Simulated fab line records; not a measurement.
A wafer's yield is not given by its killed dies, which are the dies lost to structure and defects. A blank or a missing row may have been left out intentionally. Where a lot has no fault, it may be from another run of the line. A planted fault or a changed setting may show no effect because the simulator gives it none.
Which of the tools did it? | flow berkeley-cmos170 | 7 lots with 21 wafers sampled at 2 steps, on a route of 331 steps

WHAT THE GAUGES READ, wafer by wafer
UCB170_V1_BOW_MEAS_03.
lot  | measured     | on            | V1_BOW (um)
L787 | day 8 08:04  | film-metro-01 | 14 8 21
L792 | day 9 06:25  | film-metro-04 | 10 31 13
L793 | day 9 07:40  | film-metro-04 | 25 21 19
L799 | day 10 16:52 | film-metro-04 | 10 24 12
L805 | day 12 03:29 | film-metro-03 | 17 32 27
L809 | day 13 04:10 | film-metro-04 | 5 21 8
L810 | day 13 09:32 | film-metro-01 | 16 13 25

WHAT TOOL EACH LOT RAN ON (gives the tool, then ch and the chambers of the sampled wafers, and finally the start)
lot  | UCB170_CONTACT_RTA_08
L787 | rtp-anneal-01 ch 0, day 8 02:01
L792 | rtp-anneal-01 ch 0, day 9 01:13
L793 | rtp-anneal-01 ch 0, day 9 01:24
L799 | rtp-anneal-01 ch 0, day 10 10:11
L805 | rtp-anneal-02 ch 0, day 11 20:47
L809 | rtp-anneal-01 ch 0, day 12 20:29
L810 | rtp-anneal-01 ch 0, day 13 03:44
- UCB170_CONTACT_RTA_08: time 10 s.

THE ANSWER, worked out from the rows above alone
Rule: what is usual is taken from the lots themselves. The widest of any qualifying gaps counts: lots, ordered by their means at a reading, are off when they make up no more than a third of the lots, leave a main group of 4 or more, and stand apart from it by 3 or more times the standard deviation of that group's means. If all means in a main group match to the digits the tables above print for the reading, that group is not used. Also off: a lot with no number at a reading for which 4 or more lots have one. All remaining lots with rows at the step are treated as sound.
No lot is off at any reading shown: from this, nothing can be told.

WHAT THE SIMULATOR PUT IN
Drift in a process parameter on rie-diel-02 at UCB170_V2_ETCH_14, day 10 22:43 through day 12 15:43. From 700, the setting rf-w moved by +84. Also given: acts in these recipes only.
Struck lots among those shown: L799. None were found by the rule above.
